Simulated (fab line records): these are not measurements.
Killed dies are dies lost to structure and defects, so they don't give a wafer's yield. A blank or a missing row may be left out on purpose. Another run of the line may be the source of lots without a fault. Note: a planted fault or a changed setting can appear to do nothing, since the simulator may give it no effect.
Struck lot and sound lot, side by side | flow rit cmos | 30 out of 202 route steps
Sound: the wafers L550.2, L550.5, L550.6. Wafers struck: L553.1, L553.3, L553.6. The cause is given at the end.
Each step with rows lists, per side, the tool, then ch with its chambers, then its first start. Under that, the readings that differ: sound wafers | struck wafers | difference of the means | sigmas: that difference in standard deviations of wafers without a fault.
alike: words and numbers the same on both sides, and readings whose means are apart by under 2 such deviations; not compared: readings that were withheld, readings missing a value for some wafer, numbers with overlapping values and no deviation given by the record, and bounds like >300 which may hide the same value.
A row with sigmas, a row that says differs or no value, or rows on one side alone: a step with any of these is where the two part. Numbers that don't overlap but have no deviation are shown without sigmas and don't part them. A reading missing from all wafers of one side parts the sides only when that side holds two or more wafers.

first, 6 steps without rows for these wafers: RIT_SDANNEAL_RTA_03 (time 5 s); RIT_SILICIDE_WET_ETCH_00 (etches SiO2 in BOE, target depth 14 nm, time 15 s); RIT_SILICIDE_SPUTTER_01 (material Ti, target thk 30 nm, time 240 s); RIT_SILICIDE_RTA_04 (time 10 s, ramp up 5 s, ramp down 5 s); RIT_SILICIDE_WET_ETCH_05 (etches Ti in SPM, time 120 s); RIT_SILICIDE_RTA_06 (time 10 s, ramp up 5 s, ramp down 10 s).
RIT_CONTACT_CVD_00: deposits SiO2 from TEOS, target thk 400 nm, time 61 s.
  sound on pecvd-01 ch 0,1,2, day 6 10:01; struck on pecvd-01 ch 0,1, day 6 21:20
  reading                                  | sound             | struck          | difference | sigmas
  model.SiO2_of_CONTACT_CVD_00.thk nm (nm) | 393.3 394.3 402.7 | 201.4 203.9 206 | -193.0     |
  alike: heater power w
RIT_CONTACT_THK_MEAS_01:
  struck on film metro-02, day 6 21:23; sound on film metro-04, day 6 10:05
  reading               | sound       | struck      | difference | sigmas
  CONTACT_TEOS_THK (nm) | 393 394 403 | 201 204 206 | -193       | -36
then, 7 steps without rows for these wafers: RIT_CONTACT_HMDS_02 (prime time 60 s); RIT_CONTACT_COAT_03 (resist thk 1000 nm); RIT_CONTACT_SOFTBAKE_04 (time 60 s); RIT_CONTACT_EXPOSE_05 (exposes mask M11, target cd 1000 nm); RIT_CONTACT_PEB_06; RIT_CONTACT_DEVELOP_07 (develop time 120 s); RIT_CONTACT_HARDBAKE_10 (time 60 s).
RIT_CONTACT_ETCH_11: etches SiO2 in CHF3/CF4/Ar, stops on TiSi2, target depth 480 nm, time 320 s.
  sound on rie diel-01 ch 0,1, day 6 11:49; struck on rie diel-01 ch 1,2, day 6 22:51
  reading                             | sound             | struck          | difference | sigmas
  throttle valve pct (%)              | 9.01 9.09 9.01    | 9.02 8.63 8.63  | -0.28      | -2
  model.CONTACT.feature depth nm (nm) | 393.3 394.3 402.7 | 201.4 203.9 206 | -193.0     |
  model.etch.depth nm (nm)            | 393.3 394.3 402.7 | 201.4 203.9 206 | -193.0     |
  alike: cf4 flow sccm, drypump motor current A, oes product au
  not compared: rf hours counter h
then, 11 steps without rows for these wafers: RIT_CONTACT_STRIP_12 (strips in O2, time 180 s); RIT_CONTACT_CLEAN_13 (cleans in SC1, time 600 s); RIT_CONTACT_CLEAN_14 (cleans in SC2, time 600 s); RIT_M1_SPUTTER_00 (material Al, target thk 400 nm, time 500 s); RIT_M1_HMDS_03 (prime time 60 s); RIT_M1_COAT_04 (resist thk 1300 nm); RIT_M1_SOFTBAKE_05 (time 60 s); RIT_M1_EXPOSE_06 (exposes mask M12, target cd 2600 nm); RIT_M1_PEB_07; RIT_M1_DEVELOP_08 (develop time 68 s); RIT_M1_HARDBAKE_11 (time 120 s).
RIT_M1_METAL_ETCH_12: etches Al in Cl2/BCl3, stops on SiO2, time 165 s, target depth 600 nm.
  sound on rie metal-02 ch 0,1, day 6 14:25; struck on rie metal-02 ch 0,1, day 7 01:37
  reading                                  | sound           | struck            | difference | sigmas
  model.SiO2_of_CONTACT_CVD_00.thk nm (nm) | 355.6 358.2 365 | 165.3 167.7 168.6 | -192.4     |
  alike: drypump motor current A, oes product au, throttle valve pct
  not compared: rf hours counter h
then, 1 step without rows for these wafers: RIT_M1_STRIP_13 (strips in nmp, time 600 s).
RIT_M1_PROBE_99:
  struck on prober-01, day 7 03:53; sound on prober-02, day 6 16:44
  reading                                                 | sound                | struck               | difference | sigmas
  model.etest.field p metal.vt v (V)                      | -28.2 -29.07 -28.88  | -19.99 -20.12 -19.73 | +8.77      |
  model.etest.nmos_0p15.junction log10 a um               | -13.49 -13.34 -13.37 | -11.21 -11.15 -11.24 | +2.20      |
  model.etest.nmos narrow.off log10 a um                  | -13.12 -13.27 -13.28 | -11.21 -11.15 -11.23 | +2.03      |
  model.etest.nmos_0p3.off log10 a um                     | -13.16 -13.14 -13.02 | -11.21 -11.15 -11.23 | +1.91      |
  model.etest.gate end array.leak log10 a um              | -12.79 -12.98 -12.89 | -10.94 -11.09 -10.93 | +1.90      |
  model.etest.pmos_0p15.junction log10 a um               | -13.75 -13.74 -13.73 | -12.2 -12.14 -12.23  | +1.6       |
  model.etest.contact diode array.leak log10 a (angstrom) | -9.359 -9.431 -9.468 | -7.914 -7.81 -7.938  | +1.532     |
  model.etest.pmos_0p3.off log10 a um                     | -13.06 -13.02 -13.01 | -12.14 -12.08 -12.18 | +0.90      |
  alike: killed at contacts, killed at front end, killed dies, killed open, killed short

## WHERE THEY PART
First at RIT_CONTACT_THK_MEAS_01; last, within this record, at RIT_CONTACT_ETCH_11. Later steps at which nothing parts them and some readings are alike: RIT_M1_METAL_ETCH_12, RIT_M1_PROBE_99.

WHY: the cause the simulator had injected
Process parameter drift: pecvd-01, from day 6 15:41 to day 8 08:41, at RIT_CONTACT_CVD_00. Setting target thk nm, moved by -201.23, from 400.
